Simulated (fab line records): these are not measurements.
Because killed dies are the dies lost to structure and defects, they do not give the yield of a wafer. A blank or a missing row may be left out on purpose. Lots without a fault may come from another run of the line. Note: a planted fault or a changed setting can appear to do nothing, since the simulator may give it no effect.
The tool behind it: which one? / flow rit_cmos / 39 wafers from 13 lots sampled at 2 of the route's 202 steps

== WHAT THE GAUGES READ, wafer by wafer ==
RIT_GATE_THK_MEAS_09. Usual: GATE_POLY_THK gives 249.5 nm (standard deviation 2.4).
lot=L346; measured=day 2 19:09; on=film_metro-04; GATE_POLY_THK (nm)=249.5 250.3 248.6; flag=
lot=L347; measured=day 2 22:26; on=film_metro-04; GATE_POLY_THK (nm)=248.8 246.3 247.3; flag=
lot=L349; measured=day 3 08:10; on=film_metro-04; GATE_POLY_THK (nm)=249.4 247.5 247.1; flag=
lot=L350; measured=day 3 13:07; on=film_metro-04; GATE_POLY_THK (nm)=246.9 249.5 249.4; flag=
lot=L352; measured=day 3 22:28; on=film_metro-01; GATE_POLY_THK (nm)=253.2 254.3 253.8; flag=
lot=L353; measured=day 4 05:18; on=film_metro-01; GATE_POLY_THK (nm)=249.1 251.4 253.1; flag=
lot=L355; measured=day 4 13:49; on=film_metro-03; GATE_POLY_THK (nm)=246.1 248.7 247.8; flag=
lot=L356; measured=day 4 18:04; on=film_metro-01; GATE_POLY_THK (nm)=247.2 248.2 248.7; flag=
lot=L357; measured=day 4 23:49; on=film_metro-01; GATE_POLY_THK (nm)=245.7 245.2 247.0; flag=
lot=L358; measured=day 5 05:13; on=film_metro-01; GATE_POLY_THK (nm)=251.0 252.7 251.4; flag=
lot=L359; measured=day 5 09:11; on=film_metro-03; GATE_POLY_THK (nm)=353.5 353.5 353.0; flag=OFF
lot=L361; measured=day 5 19:49; on=film_metro-04; GATE_POLY_THK (nm)=253.1 250.0 249.6; flag=
lot=L362; measured=day 6 00:28; on=film_metro-03; GATE_POLY_THK (nm)=247.4 246.0 244.5; flag=

== WHAT TOOL EACH LOT RAN ON (gives the tool, then ch and the chambers of the sampled wafers, and finally the start) ==
lot=L346; RIT_GATE_CVD_08=lpcvd-01 ch 1, day 2 17:31
lot=L347; RIT_GATE_CVD_08=lpcvd-02 ch 1, day 2 20:49
lot=L349; RIT_GATE_CVD_08=lpcvd-01 ch 0, day 3 06:32
lot=L350; RIT_GATE_CVD_08=lpcvd-01 ch 1, day 3 11:29
lot=L352; RIT_GATE_CVD_08=lpcvd-02 ch 0, day 3 20:50
lot=L353; RIT_GATE_CVD_08=lpcvd-02 ch 0, day 4 03:41
lot=L355; RIT_GATE_CVD_08=lpcvd-01 ch 0, day 4 12:12
lot=L356; RIT_GATE_CVD_08=lpcvd-02 ch 1, day 4 16:26
lot=L357; RIT_GATE_CVD_08=lpcvd-02 ch 1, day 4 22:11
lot=L358; RIT_GATE_CVD_08=lpcvd-01 ch 1, day 5 03:36
lot=L359; RIT_GATE_CVD_08=lpcvd-01 ch 1, day 5 07:32
lot=L361; RIT_GATE_CVD_08=lpcvd-02 ch 1, day 5 18:10
lot=L362; RIT_GATE_CVD_08=lpcvd-02 ch 1, day 5 22:51
- RIT_GATE_CVD_08: deposits poly-Si from SiH4, target thk 250 nm, time 2220 s.

== WHAT THE TOOLS THEMSELVES READ (means of the sampled wafers that have a number; where no wafer has one, the mark that the record gives instead) ==
RIT_GATE_CVD_08. Usual: sih4_flow_sccm 100.0 sccm, standard deviation 0.33; spike_tc_centre_C 611.8 C, standard deviation 1.1; spike_tc_load_C 632.8 C, standard deviation 2.3; spike_tc_source_C 627 C, standard deviation 3.8; susceptor_temp_C 610.04 C, standard deviation 0.28.
lot=L346; tool=lpcvd-01; sih4_flow_sccm (sccm)=99.9; spike_tc_centre_C (C)=612.1; spike_tc_load_C (C)=635.2; spike_tc_source_C (C)=630; susceptor_temp_C (C)=610.04; flag=
lot=L347; tool=lpcvd-02; sih4_flow_sccm (sccm)=100.1; spike_tc_centre_C (C)=611.8; spike_tc_load_C (C)=631.1; spike_tc_source_C (C)=622; susceptor_temp_C (C)=610.11; flag=
lot=L349; tool=lpcvd-01; sih4_flow_sccm (sccm)=99.8; spike_tc_centre_C (C)=611.0; spike_tc_load_C (C)=630.0; spike_tc_source_C (C)=626; susceptor_temp_C (C)=610.00; flag=
lot=L350; tool=lpcvd-01; sih4_flow_sccm (sccm)=100.3; spike_tc_centre_C (C)=612.5; spike_tc_load_C (C)=636.0; spike_tc_source_C (C)=629; susceptor_temp_C (C)=609.93; flag=
lot=L352; tool=lpcvd-02; sih4_flow_sccm (sccm)=100.0; spike_tc_centre_C (C)=611.2; spike_tc_load_C (C)=636.3; spike_tc_source_C (C)=634; susceptor_temp_C (C)=610.10; flag=
lot=L353; tool=lpcvd-02; sih4_flow_sccm (sccm)=100.1; spike_tc_centre_C (C)=611.7; spike_tc_load_C (C)=635.8; spike_tc_source_C (C)=633; susceptor_temp_C (C)=609.99; flag=
lot=L355; tool=lpcvd-01; sih4_flow_sccm (sccm)=100.1; spike_tc_centre_C (C)=611.0; spike_tc_load_C (C)=629.8; spike_tc_source_C (C)=625; susceptor_temp_C (C)=609.99; flag=
lot=L356; tool=lpcvd-02; sih4_flow_sccm (sccm)=100.6; spike_tc_centre_C (C)=612.8; spike_tc_load_C (C)=630.6; spike_tc_source_C (C)=623; susceptor_temp_C (C)=609.91; flag=
lot=L357; tool=lpcvd-02; sih4_flow_sccm (sccm)=100.0; spike_tc_centre_C (C)=612.7; spike_tc_load_C (C)=630.4; spike_tc_source_C (C)=622; susceptor_temp_C (C)=609.81; flag=
lot=L358; tool=lpcvd-01; sih4_flow_sccm (sccm)=99.8; spike_tc_centre_C (C)=610.9; spike_tc_load_C (C)=634.0; spike_tc_source_C (C)=629; susceptor_temp_C (C)=609.97; flag=
lot=L359; tool=lpcvd-01; sih4_flow_sccm (sccm)=99.6; spike_tc_centre_C (C)=626.4; spike_tc_load_C (C)=649.8; spike_tc_source_C (C)=644; susceptor_temp_C (C)=625.38; flag=OFF
lot=L361; tool=lpcvd-02; sih4_flow_sccm (sccm)=99.7; spike_tc_centre_C (C)=612.6; spike_tc_load_C (C)=630.7; spike_tc_source_C (C)=622; susceptor_temp_C (C)=609.70; flag=
lot=L362; tool=lpcvd-02; sih4_flow_sccm (sccm)=99.9; spike_tc_centre_C (C)=611.4; spike_tc_load_C (C)=631.7; spike_tc_source_C (C)=622; susceptor_temp_C (C)=610.16; flag=

== THE ANSWER, worked out from the rows above alone ==
Rule: a lot is off if the mean of its wafers that have a number lies more than 3 standard deviations from the usual mean. Also off: a lot with no number at a reading for which 4 or more lots have one. Any other lot the step has rows for is counted as sound. First the gauges in route order, then the tools' own readings, where a lot's mean is used as printed above. At the first step where some lot is off, the reading lying furthest off is the one used; lots without a number count as furthest.
Off: L359, seen at RIT_GATE_THK_MEAS_09 (GATE_POLY_THK).
If a tool, at a process step before that reading, ran all the lots that are off and no sound lot after the first of them, it fits. The gauges at RIT_GATE_THK_MEAS_09 aren't tried: what is off there is off at RIT_GATE_CVD_08 too, on other tools, and a gauge's error can't cause that. One fits: lpcvd-01 at RIT_GATE_CVD_08. Its last sound lot is L358 (day 5 03:36), its first lot that is off L359 (day 5 07:32): a fault that began between those two fits.
The tool's own readings at RIT_GATE_CVD_08 bear it out: on the lots that are off they differ by more than 5 times the standard deviation of the sound lots' means. spike_tc_centre_C reads 626.4 C there against 611.8 C on the sound lots; spike_tc_load_C reads 649.8 C there against 632.6 C on the sound lots; susceptor_temp_C reads 625.38 C there against 609.98 C on the sound lots.

== WHAT THE SIMULATOR PUT IN ==
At RIT_GATE_CVD_08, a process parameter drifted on lpcvd-01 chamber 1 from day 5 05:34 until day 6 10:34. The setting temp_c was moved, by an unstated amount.
Shown lots that were struck: L359. The rule above reached the same finding.
